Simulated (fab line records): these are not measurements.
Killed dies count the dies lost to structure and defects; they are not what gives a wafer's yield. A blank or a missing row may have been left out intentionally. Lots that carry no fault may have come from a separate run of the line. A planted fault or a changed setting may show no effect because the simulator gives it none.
Comparing a struck lot with a sound one || flow rit_cmos || 14 steps out of a route of 202
Sound: the wafers L116.2, L116.3, L116.6. Wafers struck: L123.1, L123.3, L123.5. At the end, the cause is stated.
Per side, at each step with rows, come the tool, then ch with its chambers, and then its first start. Under that, the readings that differ: sound wafers || struck wafers || difference of the means || sigmas: that difference in standard deviations of wafers without a fault.
alike: readings whose means differ by less than 2 such deviations, and words and numbers that are the same on both sides. not compared: withheld readings, readings that some wafer has no value for, bounds like >300 that may hide the same value, and numbers for which the record gives no deviation and whose values overlap.
Wherever a step has rows on one side only, a row that says differs or no value, or a row with sigmas, the two part there. Numbers that have no deviation but don't overlap get no sigmas and don't part them. Lack of a reading on every wafer of one side parts them only where that side has two or more wafers.

RIT_SDANNEAL_RTA_03: time 5 s.
  sound on rtp_anneal-02 ch 0, day 3 16:50; struck on rtp_anneal-02 ch 0, day 5 03:49
  alike: chamber_o2_ppm, wafer_temp_C_max
RIT_SDANNEAL_RS_MEAS_04: a four-point-probe measurement.
  sound on film_metro-01 at day 3 16:55; struck on film_metro-02 at day 5 03:53
  alike: PSD_RS
RIT_SDANNEAL_RS_MEAS_05: a four-point-probe measurement.
  sound on film_metro-01 at day 3 17:02; struck on film_metro-02 at day 5 04:00
  alike: NSD_RS
RIT_SDANNEAL_RS_MEAS_06: a four-point-probe measurement.
  sound on film_metro-01 at day 3 17:09; struck on film_metro-02 at day 5 04:07
  alike: PLDD_RS
RIT_SDANNEAL_RS_MEAS_07: a four-point-probe measurement.
  sound on film_metro-01 at day 3 17:16; struck on film_metro-02 at day 5 04:14
  alike: NLDD_RS
then, 1 step without rows for these wafers: RIT_SILICIDE_WET_ETCH_00 (etches SiO2 in BOE, target depth 14 nm, time 15 s).
RIT_SILICIDE_SPUTTER_01: material Ti, target thk 30 nm, time 240 s.
  sound on pvd_sputter-03 at day 3 17:23; struck on pvd_sputter-03 at day 5 04:23
  alike: throttle_valve_pct
RIT_SILICIDE_RS_MEAS_02: a four-point-probe measurement.
  sound on film_metro-02 at day 3 17:33; struck on film_metro-01 at day 5 04:32
  alike: SILICIDE_TI_RS
RIT_SILICIDE_THK_MEAS_03: measures by xrf.
  sound on film_metro-02 at day 3 17:40; struck on film_metro-01 at day 5 04:39
  alike: SILICIDE_TI_THK
RIT_SILICIDE_RTA_04: time 10 s, ramp up 5 s, ramp down 5 s.
  sound on rtp_anneal-01 ch 0, day 3 17:43; struck on rtp_anneal-01 ch 0, day 5 04:43
  alike: chamber_o2_ppm, wafer_temp_C_max
then, 1 step without rows for these wafers: RIT_SILICIDE_WET_ETCH_05 (etches Ti in SPM, time 120 s).
RIT_SILICIDE_RTA_06: time 10 s, ramp up 5 s, ramp down 10 s.
  sound on rtp_anneal-02 ch 0, day 3 17:50; struck on rtp_anneal-02 ch 0, day 5 04:49
  alike: chamber_o2_ppm, wafer_temp_C_max
RIT_CONTACT_CVD_00: deposits SiO2 from TEOS, target thk 400 nm, time 61 s.
  sound on pecvd-04 ch 1,2, day 3 17:53; struck on pecvd-01 ch 0,2, day 5 04:53
  no value came back on the struck wafers for heater_power_w (W), rf_fwd_power_W (W); on the sound wafers heater_power_w (W) reads 293 309 313
RIT_M1_PROBE_99:
  sound wafers here have rows in the record (prober-01, day 4 00:23); struck ones have none

== WHERE THEY PART ==
Last at RIT_M1_PROBE_99 as far as this record goes, first at RIT_CONTACT_CVD_00.

WHY: whatever the simulator had introduced
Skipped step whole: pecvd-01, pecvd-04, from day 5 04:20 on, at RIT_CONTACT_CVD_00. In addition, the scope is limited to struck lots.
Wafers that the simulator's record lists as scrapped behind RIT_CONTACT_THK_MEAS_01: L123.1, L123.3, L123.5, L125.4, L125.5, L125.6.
